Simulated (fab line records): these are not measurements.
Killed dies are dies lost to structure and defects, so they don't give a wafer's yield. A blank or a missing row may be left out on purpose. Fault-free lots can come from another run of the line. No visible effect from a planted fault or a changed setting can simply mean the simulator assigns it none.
Which tool was responsible?	flow ritCmos	42 wafers from 14 lots sampled at 2 of the route's 202 steps

== WHAT EACH GAUGE READ, for each wafer ==
RIT_PLDD_OVL_MEAS_06. Usual: PLDD_OVL -0.7 nm, standard deviation 1.5.
lot	measured	on	PLDD_OVL (nm)	flag
L412	day 2 19:37	overlay-02	-1.6 -2.2 -2.4	
L413	day 2 22:59	overlay-01	-2.0 -0.6 -0.9	
L414	day 3 06:12	overlay-01	-1.7 -2.1 -0.9	
L416	day 3 15:15	overlay-02	-3.6 -1.9 -1.8	
L419	day 4 08:35	overlay-01	-1.7 -1.9 -2.3	
L421	day 4 17:59	overlay-02	2.2 2.7 2.2	
L422	day 4 22:50	overlay-02	-2.5 -1.2 -1.5	
L425	day 6 01:01	overlay-02	-1.9 -1.7 -2.2	
L427	day 6 06:49	overlay-02	0.4 0.6 -0.7	
L428	day 6 14:12	overlay-02	-2.2 -3.1 -4.2	
L431	day 7 02:25	overlay-01	1.4 -0.9 0.4	
L432	day 7 04:33	overlay-01	2.3 0.8 0.4	
L433	day 7 10:21	overlay-02	-1.4 -0.3 -1.2	
L434	day 7 13:25	overlay-02	-1.3 -0.1 0.0	

== EACH LOT AND THE TOOL THAT RAN IT (in order: tool; ch and the chambers of the sampled wafers; start) ==
lot	RIT_ACTIVE_STRIP_14
L412	plasmaAsher-04 ch 0,1, day 1 14:57
L413	plasmaAsher-03 ch 0,1, day 1 19:58
L414	plasmaAsher-03 ch 0,1, day 2 00:58
L416	plasmaAsher-03 ch 0,1, day 2 10:59
L419	plasmaAsher-03 ch 0,1, day 3 01:58
L421	plasmaAsher-04 ch 0,1, day 3 11:50
L422	plasmaAsher-04 ch 0,1, day 3 18:01
L425	plasmaAsher-04 ch 0,1, day 4 07:50
L427	plasmaAsher-01 ch 1, day 4 17:52
L428	plasmaAsher-04 ch 0,1, day 5 00:19
L431	plasmaAsher-01 ch 0,1, day 5 14:53
L432	plasmaAsher-01 ch 0,1, day 5 19:57
L433	plasmaAsher-04 ch 0,1, day 6 01:43
L434	plasmaAsher-03 ch 0,1, day 6 06:54
- RIT_ACTIVE_STRIP_14: strips in O2, time 180 s.

== AS READ BY THE TOOLS THEMSELVES (means over the sampled wafers that have a number; for cases with no such wafer, the mark the record gives instead) ==
RIT_ACTIVE_STRIP_14. Usual: drypumpMotorCurrentA 5.5 A, standard deviation 0.68.
lot	tool	drypumpMotorCurrentA (A)	flag
L412	plasmaAsher-04	6.1	
L413	plasmaAsher-03	5.9	
L414	plasmaAsher-03	5.9	
L416	plasmaAsher-03	5.5	
L419	plasmaAsher-03	5.4	
L421	plasmaAsher-04	5.5	
L422	plasmaAsher-04	5.5	
L425	plasmaAsher-04	5.5	
L427	plasmaAsher-01	4.8	
L428	plasmaAsher-04	6.0	
L431	plasmaAsher-01	5.1	
L432	plasmaAsher-01	5.1	
L433	plasmaAsher-04	6.0	
L434	plasmaAsher-03	5.4	

== THE ANSWER, worked out from the rows above alone ==
Rule: take the mean of a lot's wafers that have a number; if it is more than 3 standard deviations from the usual mean, the lot is off. A lot without any number at a reading at which 4 lots or more have one is off too. Where the step has rows for the other lots, those lots are counted as sound. First the gauges in route order, then the tools' own readings, where a lot's mean is used as printed above. At the first step where some lot is off, the reading lying furthest off is the one used; lots without a number count as furthest.
Across all readings shown, no lot is off: no conclusion can be drawn from this.

== WHAT HAD BEEN PUT IN BY THE SIMULATOR ==
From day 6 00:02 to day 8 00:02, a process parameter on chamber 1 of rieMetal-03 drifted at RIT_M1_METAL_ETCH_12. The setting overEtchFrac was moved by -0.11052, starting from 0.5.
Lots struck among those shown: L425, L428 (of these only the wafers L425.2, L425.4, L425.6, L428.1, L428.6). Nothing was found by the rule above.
